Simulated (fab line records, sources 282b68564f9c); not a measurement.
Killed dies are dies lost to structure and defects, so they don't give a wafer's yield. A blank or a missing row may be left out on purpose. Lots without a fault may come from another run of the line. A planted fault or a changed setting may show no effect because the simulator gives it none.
fab line records | flow rit_cmos
record lots=15 wafers=45 last_day=7
route steps=202 shown NSD@136
lots that met no fault: from a run of the same line without faults
start_h: hours from the record's first day to the start of the lot's first wafer shown | wait_h: hours since the lot's step before | " the same as in the row above | L1.1+2: a row that stands for several wafers | - no value, or no start given | * or withheld: withheld | < > ~ a bound
route shown NAME@n: a module of which the file shows steps, and the number in the route of the first | usual: mean/standard deviation of fault-free wafers | same: alike in all rows | chamber/n: place in a boat | sites: the reading at each site | _std_site: their standard deviation | _edge_site: outer sites' mean less inner sites' | radius_mm: how far each site lies from the wafer's centre | mask NAME#n: copy n | behind: the tool/chamber that last shaped the wafer | hold: why the lot was held/for how many hours/how that ended | device: the transistor (n, p or np) that didn't switch | end of line: the same wafers' tests at the end of the route | a step without rows: its recipe alone | killed: dies lost to structure and defects at the first sort, not the wafer's yield | map: a wafer's dies, x killed, . not, _ none there
set.NAME: the setting as run; set.NAME@STEP: as run at that earlier step | model.NAME: the simulator's own value behind a step, which no gauge read
steps of the route over a sample of lots; a table a step, a row a wafer
## steps
# step RIT_NSD_DEVELOP_05
# recipe resist=NOVOLAK develop_time_s=50 dev_temp_c=23
# usual chill_plate_temp_C=22.98/0.1 develop_time_s=50/0
# columns lot.wafer tool chamber start_h wait_h chill_plate_temp_C develop_time_s
L123.4 litho_track-03 0 48 - 22.91 50
L123.5 " 0 " " 23.00 50
L123.6 " 0 " " 23.08 50
L124.1 litho_track-03 0 54 - 22.93 50
L124.2 " 0 " " 22.94 50
L124.5 " 0 " " 23.08 50
L125.4 litho_track-02 0 60 - 23.09 50
L125.5 " 0 " " 22.97 50
L125.6 " 0 " " 23.12 50
L129.3 litho_track-04 0 78 - 22.97 50
L129.5 " 0 79 - 22.89 50
L129.6 " 0 " " 22.83 50
L130.2 litho_track-04 0 85 - 23.07 50
L130.4 " 0 " " 22.98 50
L130.6 " 0 " " 22.98 50
L133.2 litho_track-03 - 97 - - -
L133.5 " - " " - -
L133.6 " - " " - -
L134.1 litho_track-03 - 103 - - -
L134.4 " - " " - -
L134.5 " - " " - -
L135.2 litho_track-04 - 108 - - -
L135.3 " - " " - -
L135.6 " - " " - -
L137.1 litho_track-04 0 119 - 22.95 50
L137.5 " 0 " " 23.04 50
L137.6 " 0 " " 23.04 50
L138.1 litho_track-03 0 126 - 22.80 50
L138.2 " 0 " " 23.07 50
L138.5 " 0 " " 23.05 50
L139.2 litho_track-02 0 129 - 23.22 50
L139.3 " 0 " " 22.94 50
L139.4 " 0 " " 23.00 50
L142.2 litho_track-03 0 142 - 22.96 50
L142.5 " 0 " " 23.17 50
L142.6 " 0 " " 22.98 50
L143.2 litho_track-04 0 148 - 22.90 50
L143.4 " 0 " " 22.77 50
L143.5 " 0 " " 22.91 50
L144.4 litho_track-03 0 154 - 22.71 50
L144.5 " 0 " " 22.94 50
L144.6 " 0 " " 22.98 50
L146.3 litho_track-04 0 165 - 23.18 50
L146.4 " 0 " " 23.00 50
L146.6 " 0 " " 23.00 50
## key
first_sign step=RIT_NSD_DEVELOP_05 reading=tool_record direction=missing
effect none on later readings
met_at RIT_NSD_DEVELOP_05
struck_lots L133,L134,L135
rows_end L135.2,L135.3,L135.6
sort_left_out L133.2,L133.5,L133.6,L134.1,L134.4,L134.5
tester_left_out L133,L134
onset_between 85 97
fault kind=skipped_step_whole tool=litho_track-03,litho_track-04 chamber=- onset_h=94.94 steps=RIT_NSD_DEVELOP_05 scope=struck_lots_only
# tester_left_out: of these lots the tester's yield and bins aren't shown, on N5 and GAA mostly nor the transistor test; their killed dies are dies lost to structure and defects alone, not to doping, threshold or leakage, so they don't give the yield
# sort_left_out: the simulated sort isn't trusted on such a fault, so these wafers' sort isn't shown, and their yield isn't known
# rows_end: these wafers met a further fault down the route, and their rows from its step on are left out
